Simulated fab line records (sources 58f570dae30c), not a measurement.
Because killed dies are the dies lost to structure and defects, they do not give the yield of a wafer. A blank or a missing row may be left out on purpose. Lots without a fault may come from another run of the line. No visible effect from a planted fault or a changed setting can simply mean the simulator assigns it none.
fab line records | flow berkeley-cmos170 | part 1 of 2: steps 1 to 27 of 38
[record] lots = 5 | wafers = 15 | last-day = 11
route steps=331 shown M1@250 V1@254 M2@271
lots untouched by any fault: they come from a run of this same line in which no faults occurred
start-h: start of the lot's first displayed wafer, in hours after the record's first day | wait-h: hours since the lot's step before | " the same as in the row above | L1.1+2: a row that stands for several wafers | - value missing, or start not given | * or withheld: withheld | < > ~ a bound
route shown NAME@n: a module of which the file shows steps, and the number in the route of the first | usual: average and standard deviation across the fault-free wafers | same: alike in all rows | chamber/n: place in a boat | sites: the reading at each site | _std_site: the values' standard deviation | _edge_site: inner sites' mean taken away from outer sites' mean | radius-mm: how far each site lies from the wafer's centre | mask NAME#n: copy n | behind: tool/chamber where the wafer was last shaped | hold: why the lot was held/for how many hours/how that ended | device: transistor that didn't switch, given as n, p or np | end of line: the same wafers' tests at the end of the route | a step with no rows: only its recipe | killed: count of dies lost to structure and defects at first sort (not the wafer's yield) | map: dies across one wafer; x = killed, . = not, _ = none there
set.NAME: setting as actually run; set.NAME@STEP: the setting as run at that earlier step | model.NAME: the simulator's own value behind a step, which no gauge read
lots seen at some steps along the route; tables by step, rows by wafer
services: a tool's chamber out of use, with start hour (start-h, from the record's first day; less than 0 if before it), hours out, and reason
[[steps]]
[step UCB170_M1_METAL_ETCH_12]
[recipe] chemistry = Cl2/BCl3 | target = Al | stop-on = PSG | pressure-mtorr = 12 | target-depth-a = 7800 | over-etch-frac = 0.3 | time-s = 130 | icp-w = 600 | bias-w = 120 | Cl2_flow_sccm = 90 | bcl3-flow-sccm = 45
[usual] bcl3-flow-sccm = 44.97/0.14 | drypump-motor-current-A = 5.6/0.52 | oes-product-au = 0.856/0.014 | throttle-valve-pct = 24.58/0.27
lot.wafer | tool         | chamber | start-h | wait-h | bcl3-flow-sccm | drypump-motor-current-A | oes-product-au | rf-hours-counter-h | throttle-valve-pct
L076.1    | rie-metal-02 | 1       | 173.10  | -      | 44.99          | 5.9                     | 0.851          | 11                 | 24.46
L076.4    | "            | 0       | "       | "      | 44.93          | 6.3                     | 0.880          | -                  | 24.11
L076.5    | "            | 1       | "       | "      | 45.09          | 5.9                     | 0.830          | -                  | 24.47
L086.1    | rie-metal-02 | 1       | 203.40  | -      | 45.05          | 5.9                     | 0.843          | 12                 | 24.47
L086.5    | "            | 0       | "       | "      | 44.77          | 6.3                     | 0.866          | -                  | 24.09
L086.6    | "            | 1       | "       | "      | 45.09          | 5.9                     | 0.849          | -                  | 24.47
L088.1    | rie-metal-01 | 0       | 228.74  | -      | 45.13          | 5.0                     | 0.854          | 2                  | 24.71
L088.3    | "            | 0       | "       | "      | 45.19          | 5.0                     | 0.863          | -                  | 24.72
L088.5    | "            | 1       | "       | "      | 44.93          | 5.0                     | 0.850          | -                  | 24.56
L093.1    | rie-metal-01 | 1       | 247.93  | -      | 44.95          | 5.0                     | 0.835          | 7                  | 24.57
L093.3    | "            | 0       | "       | "      | 44.87          | 5.0                     | 0.853          | -                  | 24.72
L093.5    | "            | 0       | "       | "      | 44.95          | 5.0                     | 0.848          | -                  | 24.73
L094.3    | rie-metal-04 | 1       | 248.05  | -      | 45.10          | 5.8                     | 0.876          | -                  | 24.87
L094.4    | "            | 0       | "       | "      | 44.96          | 5.9                     | 0.852          | -                  | 24.95
L094.6    | "            | 1       | "       | "      | 45.19          | 5.8                     | 0.879          | -                  | 24.86
[step UCB170_M1_STRIP_13]
[recipe] chemistry = O2 | power-w = 400 | pressure-mtorr = 3500 | platen-temp-c = withheld | o2-flow-sccm = 400 | overash-fraction = 0.5
[usual] drypump-motor-current-A = 5.5/0.49 | oes-product-au = 0.720/0.0046
lot.wafer | tool            | chamber | start-h | wait-h | drypump-motor-current-A | oes-product-au | rf-hours-counter-h
L076.1    | plasma-asher-04 | 0       | 173.23  | 0.1    | 6.1                     | 0.721          | 49
L076.4    | "               | 1       | "       | "      | 5.8                     | 0.722          | -
L076.5    | "               | 0       | "       | "      | 6.1                     | 0.719          | -
L086.1    | plasma-asher-02 | 0       | 203.53  | 0.1    | 4.8                     | 0.729          | 10
L086.5    | "               | 0       | "       | "      | 4.8                     | 0.715          | -
L086.6    | "               | 1       | "       | "      | 5.9                     | 0.724          | -
L088.1    | plasma-asher-04 | 0       | 228.87  | 0.1    | 6.2                     | 0.724          | 56
L088.3    | "               | 1       | "       | "      | 5.8                     | 0.719          | -
L088.5    | "               | 0       | "       | "      | 6.2                     | 0.718          | -
L093.1    | plasma-asher-04 | 0       | 248.06  | 0.1    | 6.1                     | 0.721          | 59
L093.3    | "               | 0       | "       | "      | 6.1                     | 0.716          | -
L093.5    | "               | 0       | "       | "      | 6.1                     | 0.716          | -
L094.3    | plasma-asher-02 | 0       | 248.18  | 0.1    | 4.8                     | 0.717          | -
L094.4    | "               | 1       | "       | "      | 5.9                     | 0.715          | -
L094.6    | "               | 1       | "       | "      | 5.9                     | 0.716          | -
[step UCB170_M1_CD_MEAS_90]
[recipe] target-cd-nm = 700
[usual] cd-nm = 698.3/2.1
lot.wafer | tool      | chamber | start-h | wait-h | cd-nm
L076.1    | cd-sem-01 | -       | 173.33  | 0.1    | 699.3
L076.4    | "         | -       | "       | "      | 698.6
L076.5    | "         | -       | "       | "      | 698.2
L086.1    | cd-sem-01 | -       | 203.70  | 0.1    | 696.7
L086.5    | "         | -       | "       | "      | 697.3
L086.6    | "         | -       | "       | "      | 697.4
L088.1    | cd-sem-01 | -       | 228.97  | 0.1    | 702.0
L088.3    | "         | -       | "       | "      | 702.9
L088.5    | "         | -       | "       | "      | 699.0
L093.1    | cd-sem-02 | -       | 248.18  | 0.1    | 697.7
L093.3    | "         | -       | "       | "      | 699.1
L093.5    | "         | -       | "       | "      | 699.7
L094.3    | cd-sem-01 | -       | 248.33  | 0.1    | 696.0
L094.4    | "         | -       | "       | "      | 696.4
L094.6    | "         | -       | "       | "      | 697.3
[step UCB170_M1_ANNEAL_14]
[recipe] temp-c = 400 | time-s = 1200 | ambient = forming-gas
[usual] spike-tc-source-C = 419.2/2
lot.wafer | tool | chamber | start-h | wait-h | spike-tc-source-C
L076.1    | -    | -       | 177.64  | 4.3    | 417.2
L076.4    | "    | -       | "       | "      | 417.0
L076.5    | "    | -       | "       | "      | 417.9
L086.1    | -    | -       | 206.70  | 3.0    | 419.7
L086.5    | "    | -       | "       | "      | 421.3
L086.6    | "    | -       | "       | "      | 420.6
L088.1    | -    | -       | 229.83  | 0.8    | 420.2
L088.3    | "    | -       | "       | "      | 420.3
L088.5    | "    | -       | "       | "      | 421.2
L093.1    | -    | -       | 252.28  | 4.1    | 419.8
L093.3    | "    | -       | "       | "      | 419.9
L093.5    | "    | -       | "       | "      | 420.8
L094.3    | -    | -       | 252.28  | 3.9    | 419.8
L094.4    | "    | -       | "       | "      | 420.4
L094.6    | "    | -       | "       | "      | 420.0
[step UCB170_V1_CVD_00]
[recipe] material = SiO2 | target-thk-nm = 2000 | temp-c = 390 | precursor = TEOS/O2 | time-s = 250 | rf-w = 550 | pressure-mtorr = 9000
[usual] heater-power-w = 240/38
lot.wafer | tool     | chamber | start-h | wait-h | heater-power-w
L076.1    | pecvd-01 | 1       | 178.97  | 0.0    | 277
L076.4    | "        | 0       | "       | "      | 267
L076.5    | "        | 2       | "       | "      | 193
L086.1    | pecvd-03 | 2       | 208.03  | 0.0    | 228
L086.5    | "        | 2       | "       | "      | 274
L086.6    | "        | 1       | "       | "      | 228
L088.1    | pecvd-01 | 0       | 231.16  | 0.0    | 263
L088.3    | "        | 0       | "       | "      | 177
L088.5    | "        | 0       | "       | "      | 252
L093.1    | pecvd-01 | 0       | 253.61  | 0.0    | 281
L093.3    | "        | 1       | "       | "      | 287
L093.5    | "        | 0       | "       | "      | 188
L094.3    | pecvd-03 | 2       | 253.61  | 0.0    | 270
L094.4    | "        | 2       | "       | "      | 186
L094.6    | "        | 0       | "       | "      | 207
[step UCB170_V1_THK_MEAS_01]
[recipe] reads = SiO2_of_V1_CVD_00
[usual] V1_TEOS_THK = 2012/28
lot.wafer | tool          | chamber | start-h | wait-h | V1_TEOS_THK[nm]
L076.1    | film-metro-01 | -       | 179.13  | 0.1    | 2011
L076.4    | "             | -       | "       | "      | 2055
L076.5    | "             | -       | "       | "      | 2024
L086.1    | film-metro-03 | -       | 208.19  | 0.1    | 1982
L086.5    | "             | -       | "       | "      | 1997
L086.6    | "             | -       | "       | "      | 2021
L088.1    | film-metro-03 | -       | 231.39  | 0.2    | 2005
L088.3    | "             | -       | "       | "      | 2051
L088.5    | "             | -       | "       | "      | 2051
L093.1    | film-metro-04 | -       | 253.77  | 0.1    | 2028
L093.3    | "             | -       | "       | "      | 2024
L093.5    | "             | -       | "       | "      | 2042
L094.3    | film-metro-01 | -       | 253.79  | 0.1    | 1991
L094.4    | "             | -       | "       | "      | 1982
L094.6    | "             | -       | "       | "      | 1986
[step UCB170_V1_CMP_02]
[recipe] material = SiO2 | down-force-psi = 6 | platen-rpm = 60 | pad-velocity-m-s = 0.75398
[usual] edge-zone-pressure-frac = 1.000/0.0051 | motor-current-A = 15.7/1.1
lot.wafer | tool   | chamber | start-h | wait-h | edge-zone-pressure-frac | motor-current-A
L076.1    | cmp-02 | 1       | 179.49  | 0.3    | 0.992                   | 15.3
L076.4    | "      | 0       | "       | "      | 1.000                   | 18.2
L076.5    | "      | 1       | "       | "      | 0.994                   | 16.2
L086.1    | cmp-02 | 1       | 208.40  | 0.2    | 1.008                   | 17.0
L086.6    | "      | 2       | "       | "      | 1.001                   | 14.9
L086.5    | "      | 3       | "       | "      | 1.003                   | 15.0
L088.3    | cmp-01 | 2       | 231.45  | 0.0    | 0.992                   | 16.0
L088.1    | "      | 3       | "       | "      | 0.995                   | 15.4
L088.5    | "      | 3       | "       | "      | 1.004                   | 14.3
L093.3    | cmp-01 | 2       | 253.83  | 0.0    | 0.998                   | 15.1
L093.1    | "      | 0       | "       | "      | 1.002                   | 15.6
L093.5    | "      | 3       | "       | "      | 0.992                   | 15.1
L094.4    | cmp-02 | 3       | 253.93  | 0.1    | 0.996                   | 15.7
L094.3    | "      | 0       | "       | "      | 1.009                   | 17.8
L094.6    | "      | 2       | "       | "      | 0.993                   | 14.5
[step UCB170_V1_BOW_MEAS_03]
[recipe] mode = bow
[usual] V1_BOW = 20/6.9
lot.wafer | tool          | chamber | start-h | wait-h | V1_BOW[um]
L076.1    | film-metro-04 | -       | 179.79  | 0.2    | 18
L076.4    | "             | -       | "       | "      | 26
L076.5    | "             | -       | "       | "      | 33
L086.1    | film-metro-01 | -       | 208.55  | 0.1    | 29
L086.5    | "             | -       | "       | "      | 27
L086.6    | "             | -       | "       | "      | 21
L088.1    | film-metro-04 | -       | 231.75  | 0.2    | 7
L088.3    | "             | -       | "       | "      | 27
L088.5    | "             | -       | "       | "      | 24
L093.1    | film-metro-01 | -       | 254.13  | 0.1    | 20
L093.3    | "             | -       | "       | "      | 17
L093.5    | "             | -       | "       | "      | 13
L094.3    | film-metro-03 | -       | 254.19  | 0.1    | 16
L094.4    | "             | -       | "       | "      | 16
L094.6    | "             | -       | "       | "      | 19
[step UCB170_V1_THK_MEAS_04]
[recipe] reads = SiO2_of_V1_CVD_00
[usual] V1_POLISHED_THK = 999.7/1.5
lot.wafer | tool          | chamber | start-h | wait-h | V1_POLISHED_THK[nm]
L076.1    | film-metro-04 | -       | 179.91  | 0.1    | 997.3
L076.4    | "             | -       | "       | "      | 997.8
L076.5    | "             | -       | "       | "      | 997.4
L086.1    | film-metro-01 | -       | 208.67  | 0.1    | 996.5
L086.5    | "             | -       | "       | "      | 999.7
L086.6    | "             | -       | "       | "      | 995.6
L088.1    | film-metro-04 | -       | 231.87  | 0.1    | 999.6
L088.3    | "             | -       | "       | "      | 1000.8
L088.5    | "             | -       | "       | "      | 1000.5
L093.1    | film-metro-01 | -       | 254.25  | 0.1    | 999.2
L093.3    | "             | -       | "       | "      | 999.5
L093.5    | "             | -       | "       | "      | 1000.8
L094.3    | film-metro-03 | -       | 254.29  | 0.1    | 1000.3
L094.4    | "             | -       | "       | "      | 1003.0
L094.6    | "             | -       | "       | "      | 998.5
[step UCB170_V1_CLEAN_05]
[recipe] chemistry = DIW
lot.wafer  | tool         | chamber | start-h | wait-h
L076.1+4+5 | wet-bench-02 | 2       | 179.97  | 0.1
L086.1+5+6 | wet-bench-02 | 0       | 208.76  | 0.1
L088.1+3+5 | wet-bench-01 | 3       | 233.38  | 1.5
L093.1+3+5 | wet-bench-04 | 1       | 254.31  | 0.1
L094.3+4+6 | wet-bench-04 | 2       | 254.48  | 0.2
[step UCB170_V1_HMDS_06]
[recipe] prime-time-s = 60 | prime-temp-c = 100
lot.wafer  | tool           | chamber | start-h | wait-h
L076.1+4+5 | litho-track-01 | 0       | 180.72  | 0.6
L086.1+5+6 | litho-track-01 | 0       | 208.95  | 0.0
L088.1+3+5 | litho-track-02 | 0       | 233.83  | 0.3
L093.1+3+5 | litho-track-02 | 0       | 254.49  | 0.0
L094.3+4+6 | litho-track-03 | 0       | 254.78  | 0.1
[step UCB170_V1_COAT_07]
[recipe] resist = KrF | spin-rpm = 1500 | resist-thk-nm = 900
lot.wafer  | tool           | chamber | start-h | wait-h
L076.1+4+5 | litho-track-01 | 0       | 180.87  | 0.1
L086.1+5+6 | litho-track-01 | 0       | 209.10  | 0.1
L088.1+3+5 | litho-track-02 | 0       | 233.98  | 0.1
L093.1+3+5 | litho-track-02 | 0       | 254.64  | 0.1
L094.3+4+6 | litho-track-03 | 0       | 254.93  | 0.1
[step UCB170_V1_SOFTBAKE_08]
[recipe] resist = KrF | temp-c = 130 | time-s = 60
[usual] heater-power-total-W = 56.80/0.049
lot.wafer | tool           | chamber | start-h | wait-h | heater-power-total-W
L076.1    | litho-track-01 | 0       | 181.02  | 0.1    | 56.77
L076.4    | "              | 0       | "       | "      | 56.84
L076.5    | "              | 0       | "       | "      | 56.86
L086.1    | litho-track-01 | 0       | 209.25  | 0.1    | 56.80
L086.5    | "              | 0       | "       | "      | 56.83
L086.6    | "              | 0       | "       | "      | 56.85
L088.1    | litho-track-02 | 0       | 234.13  | 0.1    | 56.79
L088.3    | "              | 0       | "       | "      | 56.75
L088.5    | "              | 0       | "       | "      | 56.90
L093.1    | litho-track-02 | 0       | 254.79  | 0.1    | 56.79
L093.3    | "              | 0       | "       | "      | 56.81
L093.5    | "              | 0       | "       | "      | 56.83
L094.3    | litho-track-03 | 0       | 255.08  | 0.1    | 56.74
L094.4    | "              | 0       | "       | "      | 56.87
L094.6    | "              | 0       | "       | "      | 56.86
[step UCB170_V1_EXPOSE_09]
[recipe] mask-id = VIA1 | target-cd-nm = 700 | na = 0.5 | sigma-outer = 0.6 | source-shape = conventional | dose-mj = 37
[usual] focus-offset-nm = -0.1/0.52
lot.wafer | tool           | chamber | start-h | wait-h | mask   | focus-offset-nm
L076.1    | krf-scanner-02 | 0       | 181.17  | 0.1    | VIA1#0 | -1.3
L076.4    | "              | 0       | "       | "      | VIA1#0 | -1.2
L076.5    | "              | 0       | "       | "      | VIA1#0 | -1.1
L086.1    | krf-scanner-02 | 0       | 209.40  | 0.1    | VIA1#0 | -0.5
L086.5    | "              | 0       | "       | "      | VIA1#0 | 0.0
L086.6    | "              | 0       | "       | "      | VIA1#0 | -0.6
L088.1    | krf-scanner-01 | 0       | 234.41  | 0.2    | VIA1#0 | -0.6
L088.3    | "              | 0       | "       | "      | VIA1#0 | 0.1
L088.5    | "              | 0       | "       | "      | VIA1#0 | 0.0
L093.1    | krf-scanner-01 | 0       | 255.06  | 0.2    | VIA1#0 | 0.2
L093.3    | "              | 0       | "       | "      | VIA1#0 | 0.6
L093.5    | "              | 0       | "       | "      | VIA1#0 | -0.2
L094.3    | krf-scanner-02 | 0       | 255.34  | 0.2    | VIA1#0 | 0.2
L094.4    | "              | 0       | "       | "      | VIA1#0 | 0.5
L094.6    | "              | 0       | "       | "      | VIA1#0 | -0.3
[step UCB170_V1_PEB_10]
[recipe] peb-temp-c = 130 | peb-time-s = withheld | resist = KrF
[usual] heater-power-total-W = 56.80/0.05
lot.wafer | tool           | chamber | start-h | wait-h | heater-power-total-W
L076.1    | litho-track-01 | 0       | 181.66  | 0.5    | 56.76
L076.4    | "              | 0       | "       | "      | 56.80
L076.5    | "              | 0       | "       | "      | 56.77
L086.1    | litho-track-03 | 0       | 209.63  | 0.2    | 56.89
L086.5    | "              | 0       | "       | "      | 56.78
L086.6    | "              | 0       | "       | "      | 56.86
L088.1    | litho-track-01 | 0       | 234.56  | 0.1    | 56.79
L088.3    | "              | 0       | "       | "      | 56.84
L088.5    | "              | 0       | "       | "      | 56.78
L093.1    | litho-track-03 | 0       | 255.18  | 0.1    | 56.76
L093.3    | "              | 0       | "       | "      | 56.74
L093.5    | "              | 0       | "       | "      | 56.74
L094.3    | litho-track-01 | 0       | 255.47  | 0.1    | 56.75
L094.4    | "              | 0       | "       | "      | 56.76
L094.6    | "              | 0       | "       | "      | 56.93
[step UCB170_V1_DEVELOP_11]
[recipe] developer = TMAH | develop-time-s = 45 | resist = KrF | dev-temp-c = 21
lot.wafer  | tool           | chamber | start-h | wait-h
L076.1+4+5 | litho-track-01 | 0       | -       | -
L086.1+5+6 | litho-track-03 | 0       | -       | -
L088.1+3+5 | litho-track-01 | 0       | -       | -
L093.1+3+5 | litho-track-03 | 0       | -       | -
L094.3+4+6 | litho-track-01 | 0       | -       | -
[step UCB170_V1_CD_MEAS_12]
[recipe] target-cd-nm = 700
[usual] cd-nm = 700.3/1.6
lot.wafer | tool      | chamber | start-h | wait-h | cd-nm
L076.1    | cd-sem-01 | -       | 181.93  | -      | 699.1
L076.4    | "         | -       | "       | "      | 699.3
L076.5    | "         | -       | "       | "      | 698.6
L086.1    | cd-sem-02 | -       | 209.91  | -      | 699.6
L086.5    | "         | -       | "       | "      | 700.4
L086.6    | "         | -       | "       | "      | 699.8
L088.1    | cd-sem-02 | -       | 234.83  | -      | 701.5
L088.3    | "         | -       | "       | "      | 700.9
L088.5    | "         | -       | "       | "      | 700.9
L093.1    | cd-sem-01 | -       | 255.45  | -      | 700.7
L093.3    | "         | -       | "       | "      | 702.3
L093.5    | "         | -       | "       | "      | 701.1
L094.3    | cd-sem-02 | -       | 255.73  | -      | 698.8
L094.4    | "         | -       | "       | "      | 699.3
L094.6    | "         | -       | "       | "      | 700.3
[step UCB170_V1_OVL_MEAS_13]
[usual] V1_OVL = 2/5.9
lot.wafer | tool       | chamber | start-h | wait-h | V1_OVL[nm]
L076.1    | overlay-02 | -       | 182.05  | 0.1    | 8
L076.4    | "          | -       | "       | "      | 20
L076.5    | "          | -       | "       | "      | 6
L086.1    | overlay-02 | -       | 210.03  | 0.1    | 11
L086.5    | "          | -       | "       | "      | 14
L086.6    | "          | -       | "       | "      | 15
L088.1    | overlay-02 | -       | 234.95  | 0.1    | -1
L088.3    | "          | -       | "       | "      | 0
L088.5    | "          | -       | "       | "      | -4
L093.1    | overlay-01 | -       | 255.57  | 0.1    | -4
L093.3    | "          | -       | "       | "      | -2
L093.5    | "          | -       | "       | "      | -6
L094.3    | overlay-02 | -       | 255.83  | 0.1    | 1
L094.4    | "          | -       | "       | "      | 1
L094.6    | "          | -       | "       | "      | 6
[step UCB170_V1_ETCH_14]
[recipe] chemistry = CHF3/CF4/Ar | target = SiO2 | stop-on = Al | CHF3_flow_sccm = 45 | cf4-flow-sccm = 15 | Ar_flow_sccm = 150 | pressure-mtorr = 200 | rf-w = 700 | target-depth-a = 12500 | over-etch-frac = 0.25 | time-s = 279.2
[usual] CHF3_flow_sccm = 44.99/0.14 | drypump-motor-current-A = 5.8/0.4 | oes-product-au = 0.898/0.012 | throttle-valve-pct = 6.96/0.14
lot.wafer | tool        | chamber | start-h | wait-h | CHF3_flow_sccm | drypump-motor-current-A | oes-product-au | rf-hours-counter-h | throttle-valve-pct
L076.1    | rie-diel-01 | 3       | 182.09  | 0.0    | 44.86          | 5.0                     | 0.881          | 74                 | 7.13
L076.4    | "           | 0       | "       | "      | 44.92          | 6.4                     | 0.891          | 37                 | 7.15
L076.5    | "           | 1       | "       | "      | 44.88          | 5.9                     | 0.912          | -                  | 6.77
L086.1    | rie-diel-04 | 3       | 210.06  | 0.0    | 45.12          | 6.4                     | 0.865          | 143                | 6.76
L086.5    | "           | 0       | "       | "      | 44.89          | 5.6                     | 0.899          | -                  | 6.98
L086.6    | "           | 1       | "       | "      | 44.73          | 5.7                     | 0.907          | -                  | 6.83
L088.1    | rie-diel-01 | 3       | 234.99  | 0.0    | 45.07          | 5.0                     | 0.884          | 77                 | 7.14
L088.3    | "           | 1       | "       | "      | 44.90          | 5.9                     | 0.916          | 86                 | 6.77
L088.5    | "           | 3       | "       | "      | 45.18          | 5.0                     | 0.882          | -                  | 7.13
L093.1    | rie-diel-04 | 1       | 255.61  | 0.0    | 45.13          | 5.7                     | 0.910          | 24                 | 6.81
L093.3    | "           | 3       | "       | "      | 45.13          | 6.4                     | 0.881          | 1                  | 6.77
L093.5    | "           | 3       | "       | "      | 44.73          | 6.4                     | 0.895          | -                  | 6.74
L094.3    | rie-diel-03 | 2       | 255.85  | 0.0    | 45.05          | 5.7                     | 0.904          | 111                | 6.91
L094.4    | "           | 2       | "       | "      | 44.89          | 5.7                     | 0.900          | -                  | 6.90
L094.6    | "           | 3       | "       | "      | 44.84          | 5.4                     | 0.901          | -                  | 7.17
[step UCB170_V1_STRIP_15]
[recipe] chemistry = O2 | power-w = 400 | pressure-mtorr = 3500 | platen-temp-c = withheld | o2-flow-sccm = 400 | overash-fraction = 0.5
[usual] drypump-motor-current-A = 5.5/0.41 | oes-product-au = 0.722/0.0044 | strip-time-to-endpoint-s = 15.53/0.13
lot.wafer | tool            | chamber | start-h | wait-h | drypump-motor-current-A | oes-product-au | rf-hours-counter-h | strip-time-to-endpoint-s
L076.1    | plasma-asher-01 | 1       | 182.27  | 0.1    | 6.0                     | 0.717          | 44                 | 15.55
L076.4    | "               | 1       | "       | "      | 5.9                     | 0.722          | -                  | 15.73
L076.5    | "               | 0       | "       | "      | 5.5                     | 0.726          | -                  | 15.44
L086.1    | plasma-asher-01 | 1       | 210.24  | 0.1    | 5.9                     | 0.729          | 47                 | 15.74
L086.5    | "               | 1       | "       | "      | 5.9                     | 0.717          | -                  | 15.68
L086.6    | "               | 0       | "       | "      | 5.5                     | 0.718          | -                  | 15.59
L088.1    | plasma-asher-02 | 1       | 235.17  | 0.1    | 5.9                     | 0.726          | 14                 | 15.61
L088.3    | "               | 1       | "       | "      | 5.9                     | 0.717          | -                  | 15.33
L088.5    | "               | 0       | "       | "      | 4.8                     | 0.721          | -                  | 15.55
L093.1    | plasma-asher-02 | 1       | 255.79  | 0.1    | 5.9                     | 0.721          | 16                 | 15.36
L093.3    | "               | 0       | "       | "      | 4.8                     | 0.722          | -                  | 15.68
L093.5    | "               | 1       | "       | "      | 6.0                     | 0.722          | -                  | 15.66
L094.3    | plasma-asher-03 | 1       | 256.06  | 0.1    | 5.1                     | 0.720          | -                  | 15.40
L094.4    | "               | 0       | "       | "      | 5.3                     | 0.719          | -                  | 15.39
L094.6    | "               | 1       | "       | "      | 5.1                     | 0.715          | -                  | 15.61
[step UCB170_V1_CD_MEAS_90]
[recipe] target-cd-nm = 700
[usual] cd-nm = 699.9/1.8
lot.wafer | tool      | chamber | start-h | wait-h | cd-nm
L076.1    | cd-sem-01 | -       | 182.37  | 0.1    | 699.4
L076.4    | "         | -       | "       | "      | 699.4
L076.5    | "         | -       | "       | "      | 698.7
L086.1    | cd-sem-01 | -       | 210.34  | 0.1    | 698.0
L086.5    | "         | -       | "       | "      | 698.2
L086.6    | "         | -       | "       | "      | 700.7
L088.1    | cd-sem-01 | -       | 235.27  | 0.1    | 701.1
L088.3    | "         | -       | "       | "      | 701.1
L088.5    | "         | -       | "       | "      | 701.5
L093.1    | cd-sem-01 | -       | 255.89  | 0.1    | 700.8
L093.3    | "         | -       | "       | "      | 701.5
L093.5    | "         | -       | "       | "      | 699.8
L094.3    | cd-sem-02 | -       | 256.17  | 0.1    | 699.7
L094.4    | "         | -       | "       | "      | 699.7
L094.6    | "         | -       | "       | "      | 700.8
[step UCB170_M2_PRE_CLEAN_00]
[recipe] gas = Ar | preclean-etch-time-s = 60
lot.wafer  | tool           | chamber | start-h | wait-h
L076.1+4+5 | pvd-sputter-03 | -       | 182.49  | 0.1
L086.1+5+6 | pvd-sputter-02 | -       | 210.46  | 0.1
L088.1+3+5 | pvd-sputter-01 | -       | 235.39  | 0.1
L093.1+3+5 | pvd-sputter-01 | -       | 256.01  | 0.1
L094.3+4+6 | pvd-sputter-03 | -       | 256.25  | 0.1
[step UCB170_M2_SPUTTER_01]
[recipe] material = Al | target-thk-nm = 900 | time-s = 120 | power-w = 6000 | chamber-pressure-pa = 0.5
[usual] throttle-valve-pct = 30.3/1.2
lot.wafer | tool           | chamber | start-h | wait-h | throttle-valve-pct
L076.1    | pvd-sputter-03 | -       | 182.55  | 0.0    | 30.3
L076.4    | "              | -       | "       | "      | 29.4
L076.5    | "              | -       | "       | "      | 30.4
L086.1    | pvd-sputter-02 | -       | 210.53  | 0.0    | 31.5
L086.5    | "              | -       | "       | "      | 31.5
L086.6    | "              | -       | "       | "      | 31.5
L088.1    | pvd-sputter-01 | -       | 235.45  | 0.0    | 28.9
L088.3    | "              | -       | "       | "      | 30.7
L088.5    | "              | -       | "       | "      | 30.6
L093.1    | pvd-sputter-01 | -       | 256.07  | 0.0    | 31.5
L093.3    | "              | -       | "       | "      | 30.7
L093.5    | "              | -       | "       | "      | 28.9
L094.3    | pvd-sputter-03 | -       | 256.32  | 0.0    | 30.2
L094.4    | "              | -       | "       | "      | 29.2
L094.6    | "              | -       | "       | "      | 29.2
[step UCB170_M2_RS_MEAS_02]
[recipe] thk-meas-gauge = four-point-probe | reads = Al_of_M2_SPUTTER_01
[usual] M2_AL_RS = 0.0324/0.00038
lot.wafer | tool          | chamber | start-h | wait-h | M2_AL_RS[ohm/sq]
L076.1    | film-metro-02 | -       | 182.64  | 0.0    | 0.0327
L076.4    | "             | -       | "       | "      | 0.0325
L076.5    | "             | -       | "       | "      | 0.0324
L086.1    | film-metro-02 | -       | 210.61  | 0.0    | 0.0319
L086.5    | "             | -       | "       | "      | 0.0323
L086.6    | "             | -       | "       | "      | 0.0319
L088.1    | film-metro-04 | -       | 235.54  | 0.0    | 0.0324
L088.3    | "             | -       | "       | "      | 0.0326
L088.5    | "             | -       | "       | "      | 0.0327
L093.1    | film-metro-03 | -       | 256.16  | 0.0    | 0.0323
L093.3    | "             | -       | "       | "      | 0.0322
L093.5    | "             | -       | "       | "      | 0.0323
L094.3    | film-metro-04 | -       | 256.44  | 0.1    | 0.0324
L094.4    | "             | -       | "       | "      | 0.0327
L094.6    | "             | -       | "       | "      | 0.0326
[step UCB170_M2_THK_MEAS_03]
[recipe] thk-meas-gauge = xrf | reads = Al_of_M2_SPUTTER_01
[usual] M2_AL_THK = 894/14
lot.wafer | tool          | chamber | start-h | wait-h | M2_AL_THK[nm]
L076.1    | film-metro-02 | -       | 182.76  | 0.1    | 898
L076.4    | "             | -       | "       | "      | 905
L076.5    | "             | -       | "       | "      | 906
L086.1    | film-metro-02 | -       | 210.73  | 0.1    | 913
L086.5    | "             | -       | "       | "      | 909
L086.6    | "             | -       | "       | "      | 914
L088.1    | film-metro-04 | -       | 235.66  | 0.1    | 881
L088.3    | "             | -       | "       | "      | 888
L088.5    | "             | -       | "       | "      | 879
L093.1    | film-metro-03 | -       | 256.28  | 0.1    | 900
L093.3    | "             | -       | "       | "      | 903
L093.5    | "             | -       | "       | "      | 901
L094.3    | film-metro-04 | -       | 256.54  | 0.1    | 892
L094.4    | "             | -       | "       | "      | 882
L094.6    | "             | -       | "       | "      | 882
[step UCB170_M2_HMDS_04]
[recipe] prime-time-s = 60 | prime-temp-c = 100
lot.wafer  | tool           | chamber | start-h | wait-h
L076.1+4+5 | litho-track-03 | 0       | 182.82  | 0.1
L086.1+5+6 | litho-track-04 | 0       | 210.79  | 0.1
L088.1+3+5 | litho-track-04 | 0       | 236.18  | 0.5
L093.1+3+5 | litho-track-03 | 0       | 256.34  | 0.1
L094.3+4+6 | litho-track-01 | 0       | 256.63  | 0.1
[step UCB170_M2_COAT_05]
[recipe] resist = KrF | spin-rpm = 1500 | resist-thk-nm = 900
lot.wafer  | tool           | chamber | start-h | wait-h
L076.1+4+5 | litho-track-03 | 0       | 182.97  | 0.1
L086.1+5+6 | litho-track-04 | 0       | 210.94  | 0.1
L088.1+3+5 | litho-track-04 | 0       | 236.33  | 0.1
L093.1+3+5 | litho-track-03 | 0       | 256.49  | 0.1
L094.3+4+6 | litho-track-01 | 0       | 256.78  | 0.1
